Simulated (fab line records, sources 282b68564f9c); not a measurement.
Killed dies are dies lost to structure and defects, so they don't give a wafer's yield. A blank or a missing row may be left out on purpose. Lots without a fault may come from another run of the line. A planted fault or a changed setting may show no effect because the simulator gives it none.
Which tool did it? | flow rit_cmos | 7 lots, 21 wafers sampled, at 2 steps of a route of 202

WHAT THE GAUGES READ, wafer by wafer
RIT_SDANNEAL_RS_MEAS_04: measures by four-point-probe.
lot  | measured    | on            | PSD_RS (ohm/sq)
L471 | day 3 10:35 | film_metro-03 | 116.36 116.25 116.12
L473 | day 3 20:49 | film_metro-03 | 116.11 115.84 115.81
L475 | day 4 07:51 | film_metro-03 | 115.85 115.94 116.08
L481 | day 5 15:20 | film_metro-01 | 116.36 116.43 116.24
L485 | day 6 16:22 | film_metro-03 | 113.31 113.17 113.14
L489 | day 7 06:40 | film_metro-01 | 116.22 116.76 116.14
L493 | day 7 22:51 | film_metro-03 | 115.81 115.96 116.10

WHICH TOOL RAN EACH LOT (tool, then ch and the chambers of the sampled wafers, then the start)
lot  | RIT_SDANNEAL_RTA_03
L471 | rtp_anneal-02 ch 0, day 3 10:32
L473 | rtp_anneal-02 ch 0, day 3 20:44
L475 | rtp_anneal-02 ch 0, day 4 07:46
L481 | rtp_anneal-02 ch 0, day 5 15:17
L485 | rtp_anneal-02 ch 0, day 6 16:18
L489 | rtp_anneal-01 ch 0, day 7 06:35
L493 | rtp_anneal-01 ch 0, day 7 22:46
- RIT_SDANNEAL_RTA_03: time 5 s.

THE ANSWER, worked out from the rows above alone
Rule: what is usual is taken from the lots themselves. Put in order of their means at a reading, lots are off if they are a third of the lots or fewer, leave a main group of 4 or more, and stand apart from it by a gap of 3 or more times the standard deviation of the main group's means; of several such gaps the widest counts. A main group whose means are all the same, to the digits that the tables above print for the reading, isn't used. A lot without any number at a reading at which 4 lots or more have one is off too. The other lots that the step has rows for count as sound.
Off: L485, at RIT_SDANNEAL_RS_MEAS_04 (PSD_RS). The main group: mean 116.13 ohm/sq, standard deviation 0.19.
A tool fits if, at a process step before that reading, it ran every lot that is off, and no sound lot after the first of them. The gauges at RIT_SDANNEAL_RS_MEAS_04 are tried like those tools. One fits: rtp_anneal-02 at RIT_SDANNEAL_RTA_03. Its last sound lot is L481 (day 5 15:17), its first lot that is off L485 (day 6 16:18): a fault that began between those two fits.

WHAT THE SIMULATOR HAD PUT IN
Process parameter drift: rtp_anneal-02, from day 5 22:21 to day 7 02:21, at RIT_SDANNEAL_RTA_03. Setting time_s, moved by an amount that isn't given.
Lots struck among those shown: L485. The rule above found the same.
